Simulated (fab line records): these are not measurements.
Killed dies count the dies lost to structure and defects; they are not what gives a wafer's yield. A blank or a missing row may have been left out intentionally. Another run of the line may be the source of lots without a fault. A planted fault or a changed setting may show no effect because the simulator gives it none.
Code-filled problem report in 8D (eight disciplines) form    flow rit_cmos    the parts of the form that need people (team, actions taken, sign-off) are left out

== 1. WHAT WENT WRONG ==
run_length_s at RIT_M1_METAL_ETCH_12 reads a mean of 239.9 s on 4 wafers of 2 lots; wafers without a fault read 193.9 s with a standard deviation of 0.99. Relative to the usual mean, that is a shift of +46 standard deviations.
The step: etches Al in Cl2/BCl3, stops on SiO2, time 165 s, target depth 600 nm.
First observed at day 7 13:11: wafer L951.2, on rie_metal-01. The record has a number at this step for 18 wafers belonging to 6 lots. By rule, "out" or "out of limits" means more than 4 standard deviations away from the usual mean. Any other wafer with a number is counted as sound.

== 2. WHAT THIS IS AND IS NOT ==
question                     is                              is not
which readings at this step  run_length_s, oes_product_au    drypump_motor_current_A, throttle_valve_pct
which lots                   L951, L953                      L934, L943, L945, L952
which wafers of those lots   L951.2, L951.4, L953.2, L953.5  L951.5, L953.6
read on which tools          rie_metal-01                    rie_metal-02, rie_metal-03
when                         from day 7 13:11                up to then (10 sound wafers); but 4 sound wafers of L952, L953 came after

== 3. THE SUSPECTS, EACH WITH WHAT RULES IT OUT ==
Counting: if a tool at a process step up to the reading ran every lot that is out, it stays a suspect. Sound lots after the first of them don't rule it out here, since some wafers of a struck lot are sound.
- pvd_sputter-01 at RIT_M1_SPUTTER_00 (material Al, target thk 400 nm, time 500 s): kept. It ran every lot that is out, first L951 (day 7 11:19); its last sound lot up to then is L945 (day 5 23:13).
- rie_metal-01 at RIT_M1_METAL_ETCH_12 (etches Al in Cl2/BCl3, stops on SiO2, time 165 s, target depth 600 nm): kept. It ran every lot that is out, first L951 (day 7 13:11); its last sound lot up to then is L945 (day 6 01:05). On those wafers its own readings are out: oes_product_au, run_length_s.
- At RIT_M1_METAL_ETCH_12 on rie_metal-01, chamber 1 took the sound wafers of the same lots and chamber 0 took the wafers that are out.
The count leaves rie_metal-01 at RIT_M1_METAL_ETCH_12 and pvd_sputter-01 at RIT_M1_SPUTTER_00.

== 4. THE CAUSE (what the simulator had put in) ==
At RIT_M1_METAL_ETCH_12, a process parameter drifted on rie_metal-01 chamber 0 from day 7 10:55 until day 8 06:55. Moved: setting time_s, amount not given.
After counting, 2 suspects remain, this tool included.

== 5. THE EFFECT CHAIN, in route order ==
Each row: a reading where the mean over the struck wafers with a number is more than 3 standard deviations away from the usual. Only readings whose record carries a usual standard deviation are examined. hours: median over the lots of the time between each lot's start at the first step of this table that gives one and its start at this step. sigmas: the change, counted in usual standard deviations.
hours  step                  reading         usual       on struck wafers  change  sigmas
0      RIT_M1_METAL_ETCH_12  oes_product_au  0.772 a.u.  0.680             -0.092  -8.3
0      RIT_M1_METAL_ETCH_12  run_length_s    193.9 s     239.9             +46.0   +46
Here are the process steps it includes:
- RIT_M1_METAL_ETCH_12: etches Al in Cl2/BCl3, stops on SiO2, time 165 s, target depth 600 nm.

== 6. HOW IT WOULD HAVE BEEN CAUGHT EARLIER ==
In this record no reading fell out of limits until day 7 13:11, 2 hours after the fault had begun at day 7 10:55.
